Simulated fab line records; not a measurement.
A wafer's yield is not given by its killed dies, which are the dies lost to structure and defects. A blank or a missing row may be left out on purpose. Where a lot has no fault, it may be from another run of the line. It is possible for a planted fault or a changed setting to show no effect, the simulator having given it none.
Shared-tool check    flow rit-cmos    15 lots and 45 wafers in the sample

== REASON IT WAS OPENED ==
3 of 15 lots carry a flag on the reading NLDD_OVL at RIT_NLDD_OVL_MEAS_06. Wafers without a fault read 1.7 nm, standard deviation 1.4.
Rule: a lot is flagged in two cases, either no wafer of it has a number, or all its wafers with numbers fall more than 4 standard deviations from that mean. The other lots count as sound.

lot   measured     on          NLDD_OVL (nm), wafer by wafer  flag
L949  day 2 19:20  overlay-01  1.1 0.4 -0.4                   
L950  day 2 22:40  overlay-02  0.5 2.0 1.8                    
L952  day 3 10:08  overlay-02  1.3 3.1 1.6                    
L953  day 3 13:28  overlay-02  1.8 0.6 0.7                    
L955  day 4 00:34  overlay-01  5.3 2.5 3.9                    
L956  day 4 04:48  overlay-01  -296.3 -297.5 -296.3           FLAGGED
L957  day 4 10:42  overlay-02  -298.3 -298.0 -298.3           FLAGGED
L958  day 4 14:25  overlay-01  -297.7 -296.2 -295.4           FLAGGED
L959  day 4 21:49  overlay-01  -2.2 0.3 0.4                   
L962  day 5 11:35  overlay-01  3.0 1.5 2.2                    
L965  day 6 03:50  overlay-02  1.3 1.4 3.2                    
L966  day 6 07:25  overlay-02  0.4 0.1 0.1                    
L969  day 6 22:53  overlay-02  0.8 0.4 1.0                    
L970  day 7 03:01  overlay-01  0.3 1.6 0.1                    
L972  day 7 12:14  overlay-01  3.3 0.0 1.4                    
Averaged over the flagged lots the numbers come to -297.1 nm, -298.8 nm from the usual (-99 or more standard deviations).

== WHICH TOOL EACH LOT WENT THROUGH ==
The record holds 1 process step before the reading, out of a route of 202 steps. Every cell lists first the tool, next ch and the chambers used by the sampled wafers, and last the start.
lot   flag     RIT_NLDD_EXPOSE_03
L949           iline-stepper-01 ch 0, day 2 18:59
L950           iline-stepper-01 ch 0, day 2 22:14
L952           iline-stepper-01 ch 0, day 3 09:46
L953           iline-stepper-01 ch 0, day 3 13:06
L955           iline-stepper-02 ch 0, day 4 00:10
L956  FLAGGED  iline-stepper-02 ch 0, day 4 04:24
L957  FLAGGED  iline-stepper-02 ch 0, day 4 10:18
L958  FLAGGED  iline-stepper-02 ch 0, day 4 14:01
L959           iline-stepper-01 ch 0, day 4 21:25
L962           iline-stepper-01 ch 0, day 5 11:11
L965           iline-stepper-01 ch 0, day 6 03:27
L966           iline-stepper-01 ch 0, day 6 07:02
L969           iline-stepper-01 ch 0, day 6 22:29
L970           iline-stepper-01 ch 0, day 7 02:38
L972           iline-stepper-01 ch 0, day 7 11:51
These steps, and what they do:
- RIT_NLDD_EXPOSE_03: exposes mask M7, target cd 40700 nm.
- RIT_NLDD_OVL_MEAS_06

== FLAGGED AGAINST TOTAL, ONE TOOL AT A TIME (gauges that did the reading follow at the end) ==
step                  tool              lots run  flagged  share of the flagged lots  sound lots run after its first flagged lot
RIT_NLDD_EXPOSE_03    iline-stepper-01  11        0        none                       -
RIT_NLDD_EXPOSE_03    iline-stepper-02  4         3        all                        0
RIT_NLDD_OVL_MEAS_06  overlay-01        8         2        some                       4 (L959,L962,L970,L972)
RIT_NLDD_OVL_MEAS_06  overlay-02        7         1        some                       3 (L965,L966,L969)

== THE TABLE: WHAT IT ALLOWS ==
1 row of the table ran every flagged lot: iline-stepper-02 at RIT_NLDD_EXPOSE_03.
- iline-stepper-02 at RIT_NLDD_EXPOSE_03: 3 of its 4 lots flagged. Last sound lot L955 at day 4 00:10, first flagged lot L956 at day 4 04:24; a fault beginning in between fits.
iline-stepper-02 at RIT_NLDD_EXPOSE_03 is the single tool remaining.

== WHAT HAD BEEN PUT IN BY THE SIMULATOR ==
Scanner matching overlay: iline-stepper-02, from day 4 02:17 on, at RIT_NLDD_EXPOSE_03. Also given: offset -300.
Struck lots among those shown: L956, L957, L958. The rule given above showed the same thing.
